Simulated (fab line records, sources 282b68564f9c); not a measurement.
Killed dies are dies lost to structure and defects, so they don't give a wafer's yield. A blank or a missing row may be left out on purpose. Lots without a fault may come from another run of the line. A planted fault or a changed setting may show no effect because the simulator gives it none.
fab line records | flow rit_cmos
record lots=6 wafers=18 last_day=6
route steps=202 shown ACTIVE@3 M1@202
lots that met no fault: from a run of the same line without faults
start_h: hours from the record's first day to the start of the lot's first wafer shown | wait_h: hours since the lot's step before | " the same as in the row above | L1.1+2: a row that stands for several wafers | - no value, or no start given | * or withheld: withheld | < > ~ a bound
route shown NAME@n: a module of which the file shows steps, and the number in the route of the first | usual: mean/standard deviation of fault-free wafers | same: alike in all rows | chamber/n: place in a boat | sites: the reading at each site | _std_site: their standard deviation | _edge_site: outer sites' mean less inner sites' | radius_mm: how far each site lies from the wafer's centre | mask NAME#n: copy n | behind: the tool/chamber that last shaped the wafer | hold: why the lot was held/for how many hours/how that ended | device: the transistor (n, p or np) that didn't switch | end of line: the same wafers' tests at the end of the route | a step without rows: its recipe alone | killed: dies lost to structure and defects at the first sort, not the wafer's yield | map: a wafer's dies, x killed, . not, _ none there
set.NAME: the setting as run; set.NAME@STEP: as run at that earlier step | model.NAME: the simulator's own value behind a step, which no gauge read
lots at some steps of the route; a table a step, a row a wafer
services: from which hour (start_h, from the record's first day; less than 0 if before it) a tool's chamber was out of use, for how many hours, and why
## steps
# step RIT_ACTIVE_THK_MEAS_02
# recipe reads=SiO2_of_ACTIVE_OXIDATION_01
# usual ACTIVE_OXIDE_THK=47.0/0.98
# columns lot.wafer tool chamber start_h wait_h ACTIVE_OXIDE_THK[nm]
L565.1 film_metro-03 - 15.56 0.0 46.2
L565.2 " - " " 47.5
L565.4 " - " " 46.0
L567.1 film_metro-02 - 26.83 0.0 46.0
L567.5 " - " " 46.0
L567.6 " - " " 46.7
L577.1 film_metro-04 - 73.52 0.0 47.1
L577.3 " - " " 47.4
L577.4 " - " " 47.4
L578.1 film_metro-02 - 79.33 0.0 45.7
L578.3 " - " " 45.0
L578.4 " - " " 45.7
L580.2 film_metro-03 - 87.94 0.0 48.2
L580.4 " - " " 49.0
L580.5 " - " " 49.3
L581.2 film_metro-02 - 93.50 0.0 47.2
L581.4 " - " " 46.7
L581.5 " - " " 47.4
# step RIT_ACTIVE_CVD_03
# recipe material=Si3N4 target_thk_nm=150 temp_c=810 precursor=SiH2Cl2/NH3 time_s=1500 pressure_mtorr=300 sih2cl2_flow_sccm=60 nh3_flow_sccm=150
# step RIT_ACTIVE_THK_MEAS_04
# recipe reads=Si3N4_of_ACTIVE_CVD_03
# usual ACTIVE_NITRIDE_THK=150.4/1.3
# columns lot.wafer tool chamber start_h wait_h ACTIVE_NITRIDE_THK[nm]
L565.1 film_metro-03 - 17.03 0.0 152.6
L565.2 " - " " 150.7
L565.4 " - " " 152.1
L567.1 film_metro-04 - 29.01 0.0 151.3
L567.5 " - " " 150.0
L567.6 " - " " 150.0
L577.1 film_metro-03 - 74.99 0.0 152.4
L577.3 " - " " 152.1
L577.4 " - " " 151.6
L578.1 film_metro-03 - 80.80 0.0 148.7
L578.3 " - " " 148.7
L578.4 " - " " 149.1
L580.2 film_metro-04 - 89.42 0.0 151.8
L580.4 " - " " 151.1
L580.5 " - " " 152.4
L581.2 film_metro-03 - 94.98 0.0 146.7
L581.4 " - " " 146.3
L581.5 " - " " 147.5
# step RIT_ACTIVE_HMDS_05
# recipe prime_time_s=60 prime_temp_c=140
# step RIT_ACTIVE_COAT_06
# recipe resist=NOVOLAK spin_rpm=3250 resist_thk_nm=1000
# step RIT_ACTIVE_SOFTBAKE_07
# recipe resist=NOVOLAK temp_c=90 time_s=60
# step RIT_ACTIVE_EXPOSE_08
# recipe mask_id=M1 na=0.6 source_shape=conventional sigma_outer=0.6 target_cd_nm=1400 dose_mj=225
# step RIT_ACTIVE_PEB_09
# recipe resist=NOVOLAK temp_c=withheld time_s=withheld
# step RIT_ACTIVE_DEVELOP_10
# recipe resist=NOVOLAK develop_time_s=50 dev_temp_c=23
# step RIT_ACTIVE_CD_MEAS_11
# recipe target_cd_nm=1400
# usual cd_nm=1399.2/2.4
# columns lot.wafer tool chamber start_h wait_h cd_nm
L565.1 cd_sem-02 - 18.07 - 1395.5
L565.2 " - " " 1396.7
L565.4 " - " " 1393.6
L567.1 cd_sem-01 - 29.92 - 1399.2
L567.5 " - " " 1400.4
L567.6 " - " " 1400.3
L577.1 cd_sem-02 - 76.03 - 1399.5
L577.3 " - " " 1401.7
L577.4 " - " " 1397.3
L578.1 cd_sem-01 - 81.84 - 1399.6
L578.3 " - " " 1398.7
L578.4 " - " " 1399.3
L580.2 cd_sem-02 - 90.34 - 1400.6
L580.4 " - " " 1401.6
L580.5 " - " " 1400.9
L581.2 cd_sem-02 - 95.90 - 1403.3
L581.4 " - " " 1403.1
L581.5 " - " " 1404.3
# step RIT_ACTIVE_HARDBAKE_12
# recipe resist=NOVOLAK temp_c=140 time_s=60
# step RIT_ACTIVE_ETCH_13
# recipe stop_on=SiO2 chemistry=SF6 target=Si3N4 time_s=210 over_etch_frac=0.4 SF6_flow_sccm=200 pressure_mtorr=260 rf_w=125 target_depth_a=2100
# usual SF6_flow_sccm=200.0/0.58 drypump_motor_current_A=5.9/0.44 oes_product_au=0.825/0.012 throttle_valve_pct=7.47/0.14
# columns lot.wafer tool chamber start_h wait_h SF6_flow_sccm drypump_motor_current_A oes_product_au rf_hours_counter_h throttle_valve_pct
L565.1 rie_diel-04 2 18.34 0.1 201.0 5.4 0.853 107 7.37
L565.2 " 3 " " 199.7 6.3 0.823 122 7.65
L565.4 " 3 " " 199.8 6.3 0.829 - 7.64
L567.1 rie_diel-04 3 30.19 0.1 200.2 6.3 0.836 122 7.64
L567.5 " 3 " " 200.2 6.3 0.820 - 7.64
L567.6 " 2 " " 199.1 5.4 0.848 - 7.37
L577.1 rie_diel-03 1 76.30 0.1 200.0 6.4 0.823 148 7.68
L577.3 " 3 " " 199.5 5.8 0.833 139 7.36
L577.4 " 0 " " 200.3 5.8 0.818 69 7.54
L578.1 rie_diel-03 1 82.11 0.1 200.7 6.4 0.822 148 7.66
L578.3 " 3 " " 200.3 5.8 0.827 140 7.36
L578.4 " 0 " " 199.9 5.8 0.816 69 7.53
L580.2 rie_diel-03 2 90.59 0.1 200.0 5.6 0.838 119 7.73
L580.4 " 3 " " 199.5 5.8 0.841 140 7.38
L580.5 " 0 " " 199.7 5.8 0.808 - 7.54
L581.2 rie_diel-04 3 96.15 0.1 200.7 6.2 0.816 123 7.65
L581.4 " 2 " " 200.2 5.4 0.824 109 7.35
L581.5 " 1 " " 200.3 6.1 0.820 - 7.37
# step RIT_ACTIVE_STRIP_14
# recipe chemistry=O2 time_s=180 resist=NOVOLAK platen_temp_c=withheld power_w=500 pressure_mtorr=4000 o2_flow_sccm=4000
# usual chamber_pressure_mTorr=4000/3.7 drypump_motor_current_A=5.9/0.47
# columns lot.wafer tool chamber start_h wait_h chamber_pressure_mTorr drypump_motor_current_A rf_hours_counter_h
L565.1 plasma_asher-04 1 18.47 0.1 3998 6.7 23
L565.2 " 0 " " 4000 6.3 23
L565.4 " 0 " " 4001 6.4 -
L567.1 plasma_asher-02 1 30.33 0.1 4000 5.4 39
L567.5 " 0 " " 3995 5.8 -
L567.6 " 1 " " 4001 5.4 -
L577.1 plasma_asher-02 1 76.43 0.1 3997 5.3 44
L577.3 " 1 " " 3996 5.3 -
L577.4 " 0 " " 5997 5.8 -
L578.1 plasma_asher-02 1 82.24 0.1 3996 5.3 45
L578.3 " 1 " " 3999 5.4 -
L578.4 " 0 " " 5998 5.8 -
L580.2 plasma_asher-03 0 90.72 0.1 3998 5.9 42
L580.4 " 1 " " 3999 5.5 -
L580.5 " 1 " " 4002 5.5 -
L581.2 plasma_asher-03 0 96.28 0.1 3997 5.9 43
L581.4 " 1 " " 4004 5.4 -
L581.5 " 1 " " 4000 5.4 -
# step RIT_ACTIVE_CD_MEAS_90
# recipe target_cd_nm=1400
# usual cd_nm=1399.2/2.4
# columns lot.wafer tool chamber start_h wait_h cd_nm
L565.1 cd_sem-01 - 18.65 0.1 1395.1
L565.2 " - " " 1396.7
L565.4 " - " " 1394.0
L567.1 cd_sem-01 - 30.50 0.1 1399.2
L567.5 " - " " 1401.0
L567.6 " - " " 1400.5
L577.1 cd_sem-01 - 76.61 0.1 1399.5
L577.3 " - " " 1401.7
L577.4 " - " " 1397.1
L578.1 cd_sem-02 - 82.42 0.1 1399.4
L578.3 " - " " 1399.2
L578.4 " - " " 1399.1
L580.2 cd_sem-01 - 90.92 0.1 1400.5
L580.4 " - " " 1401.4
L580.5 " - " " 1400.8
L581.2 cd_sem-02 - 96.47 0.1 1403.6
L581.4 " - " " 1403.0
L581.5 " - " " 1404.5
# step RIT_M1_PROBE_99
# usual killed_at_contacts=0.0/0.2 killed_at_front_end=7.3/2.8 killed_dies=7.3/2.8 killed_open=3.8/1.9 killed_short=3.5/1.8
# same gross_dies=264 killed_at_M0_to_M3=0 killed_at_M4_up=0 killed_at_back_side=0 killed_at_other=0
# columns lot.wafer tool chamber start_h wait_h killed_at_contacts killed_at_front_end killed_dies killed_open killed_short
L565.1 prober-01 - 77.57 0.1 0 12 12 7 5
L565.2 prober-01 - 77.62 0.1 0 6 6 5 1
L565.4 prober-01 - 77.72 0.2 0 6 6 4 2
L567.1 prober-01 - 89.70 0.1 0 8 8 5 3
L567.5 prober-01 - 89.90 0.2 0 5 5 2 3
L567.6 prober-01 - 89.95 0.2 1 11 12 5 7
L577.1 prober-01 - 123.35 0.1 0 8 8 4 4
L577.3 prober-01 - 123.45 0.2 0 5 5 3 2
L577.4 prober-01 - 123.50 0.2 0 6 6 3 3
L578.1 prober-02 - 128.38 0.1 0 9 9 6 3
L578.3 prober-02 - 128.48 0.2 0 9 9 4 5
L578.4 prober-02 - 128.53 0.2 0 5 5 3 2
# killed by level:class
L565.1 REOX:geometric_particle:open=3 FOX1:geometric_particle:short=2 GATE:geometric_particle:short=2 FOX1:geometric_particle:open=1 FOX2:geometric_particle:short=1 FOX2:geometric_particle:open=1 GATE:geometric_particle:open=1 SILICIDE:geometric_particle:open=1
L565.2 REOX:geometric_particle:open=2 GATE:geometric_particle:open=1 REOX:geometric_particle:short=1 SPACER:geometric_particle:open=1 SILICIDE:geometric_particle:open=1
L565.4 REOX:geometric_particle:short=2 FOX2:geometric_particle:open=1 GATE:geometric_particle:open=1 REOX:geometric_particle:open=1 SPACER:geometric_particle:open=1
L567.1 GATE:geometric_particle:open=2 SPACER:geometric_particle:open=2 FOX1:geometric_particle:short=1 FOX1:geometric_particle:open=1 GATE:geometric_particle:short=1 SPACER:geometric_particle:short=1
L567.5 REOX:geometric_particle:short=2 REOX:geometric_particle:open=1 SPACER:geometric_particle:short=1 SILICIDE:geometric_particle:open=1
L567.6 SILICIDE:geometric_particle:short=3 REOX:geometric_particle:short=2 SPACER:geometric_particle:short=2 GATE:geometric_particle:open=1 REOX:geometric_particle:open=1 SPACER:geometric_particle:open=1 SILICIDE:geometric_particle:open=1 CONTACT:geometric_particle:open=1
L577.1 FOX1:geometric_particle:short=2 SPACER:geometric_particle:open=2 FOX1:geometric_particle:open=1 FOX2:geometric_particle:short=1 GATE:geometric_particle:open=1 SPACER:geometric_particle:short=1
L577.3 FOX2:geometric_particle:short=2 GATE:geometric_particle:open=2 SILICIDE:geometric_particle:open=1
L577.4 GATE:geometric_particle:short=3 GATE:geometric_particle:open=2 SILICIDE:geometric_particle:open=1
L578.1 FOX1:geometric_particle:open=3 REOX:geometric_particle:open=3 REOX:geometric_particle:short=2 GATE:geometric_particle:short=1
L578.3 FOX1:geometric_particle:open=2 GATE:geometric_particle:short=2 SPACER:geometric_particle:short=2 REOX:geometric_particle:open=1 REOX:geometric_particle:short=1 SPACER:geometric_particle:open=1
L578.4 REOX:geometric_particle:open=2 FOX1:geometric_particle:open=1 REOX:geometric_particle:short=1 SPACER:geometric_particle:short=1
## services
# columns tool chamber start_h hours kind
rie_diel-04 1 3.19 - clean
rie_diel-04 1 3.19 18.7 scheduled_down
rie_diel-04 1 3.19 18.7 vent_cycle
rie_diel-04 1 88.36 1.2 repair
## key
first_sign step=RIT_ACTIVE_STRIP_14 reading=chamber_pressure_mTorr direction=up sigmas=99+ usual=4000 struck=5998
effect none on later readings
met_at RIT_ACTIVE_STRIP_14
struck_wafers L577.4,L578.4
tester_left_out L577,L578
onset_between 30.33 76.43
fault kind=process_parameter_drift tool=plasma_asher-02 chamber=0 onset_h=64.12 steps=RIT_ACTIVE_STRIP_14 channel=pressure_mtorr offset=2000 shape=step end_h=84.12 acts_in=these_recipes_only stated=4000
# tester_left_out: of these lots the tester's yield and bins aren't shown, on N5 and GAA mostly nor the transistor test; their killed dies are dies lost to structure and defects alone, not to doping, threshold or leakage, so they don't give the yield
